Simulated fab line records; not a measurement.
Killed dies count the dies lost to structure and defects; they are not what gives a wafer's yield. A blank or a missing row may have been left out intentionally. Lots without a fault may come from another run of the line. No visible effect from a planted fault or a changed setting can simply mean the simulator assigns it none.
Code-filled problem report in 8D (eight disciplines) form || flow berkeley_cmos170 || the parts of the form that need people (team, actions taken, sign-off) are left out

== 1. THE ISSUE ==
ACTIVE_NITRIDE_THK at UCB170_ACTIVE_THK_MEAS_06 reads a mean of 403.7 nm on 3 wafers of 1 lot; wafers without a fault read 209.6 nm with a standard deviation of 1.8. That is +99 or more standard deviations from the usual mean.
Seen first at day 7 00:17 on film_metro-02, wafer L475.1. The record holds 39 wafers of 13 lots with a number at this step. The rule behind "out" and "out of limits": a value lying over 4 standard deviations away from the usual mean. The rest of the wafers with a number are treated as sound.

== 2. WHAT IT IS AND WHAT IT IS NOT ==
{"question": "which readings at this step", "is": "ACTIVE_NITRIDE_THK", "is not": "-"}
{"question": "which lots", "is": "L475", "is not": "L462, L463, L464, L465, L466, L469, L470, L477, L479, L480, L481, L482"}
{"question": "which wafers of those lots", "is": "all that have a number", "is not": "-"}
{"question": "read on which gauges", "is": "film_metro-02", "is not": "film_metro-01, film_metro-04"}
{"question": "when", "is": "from day 7 00:17", "is not": "up to then (21 sound wafers); but 15 sound wafers of L477, L479, L480, L481, L482 came after"}

== 3. SUSPECTS, AND WHAT RULES EACH OUT ==
Counting: any tool at a process step up to the reading is kept as a suspect provided that every lot that is out went through it and no sound lot did after the first of them.
- ruled out: the gauge at UCB170_ACTIVE_THK_MEAS_06. All the wafers that are out were read on film_metro-02, but those of them that UCB170_ACTIVE_ETCH_15 has rows for are out there too, on other tools.
- lpcvd-02 at UCB170_ACTIVE_CVD_05 (deposits Si3N4 from SiH2Cl2/NH3, target thk 220 nm, time 3150 s): kept. It ran the lot that is out, L475 (day 6 22:22), and no sound lot after that; its last sound lot up to then is L469 (day 5 15:35).
The count leaves lpcvd-02 at UCB170_ACTIVE_CVD_05.

== 4. THE CAUSE (what the simulator had put in) ==
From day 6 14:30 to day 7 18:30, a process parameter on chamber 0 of lpcvd-02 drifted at UCB170_ACTIVE_CVD_05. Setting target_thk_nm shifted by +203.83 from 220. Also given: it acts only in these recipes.
The count eliminated every tool but this one.

== 5. THE CHAIN OF EFFECTS, in route order ==
One row per reading whose mean, taken over the struck wafers that have a number, lies over 3 standard deviations from the usual. Only readings for which the record gives a usual standard deviation are gone through. hours: the time from each lot's start at the first step in this table that gives one to its start at this step, as a median over the lots. sigmas: the change in usual standard deviations.
{"hours": 0, "step": "UCB170_ACTIVE_THK_MEAS_06", "reading": "ACTIVE_NITRIDE_THK", "usual": "209.6 nm", "on struck wafers": 403.7, "change": "+194.1", "sigmas": "+99 or more"}
{"hours": 2, "step": "UCB170_ACTIVE_ETCH_15", "reading": "oes_product_au", "usual": "0.914 a.u.", "on struck wafers": 1.008, "change": "+0.094", "sigmas": "+6.7"}
Its process steps:
- UCB170_ACTIVE_ETCH_15: etches Si3N4 in CH3F/Ar/O2, stops on SiO2, target depth 242 nm, time 151 s.

== 6. HOW IT WOULD HAVE BEEN CAUGHT EARLIER ==
Counted from the fault's start at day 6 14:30, it took 10 hours until the first out-of-limits reading at a measuring or inspecting step in this record, taken at day 7 00:17.
Tool readings at UCB170_ACTIVE_CVD_05 with a usual standard deviation given in the record: none out on any struck wafer, hence no alarm at a limit of 4 standard deviations on them.
By day 7 00:17 the whole set of lots that are out, 1 in number, had already begun UCB170_ACTIVE_CVD_05 on lpcvd-02. Had the tool been put on hold then, not one of them would have been saved.
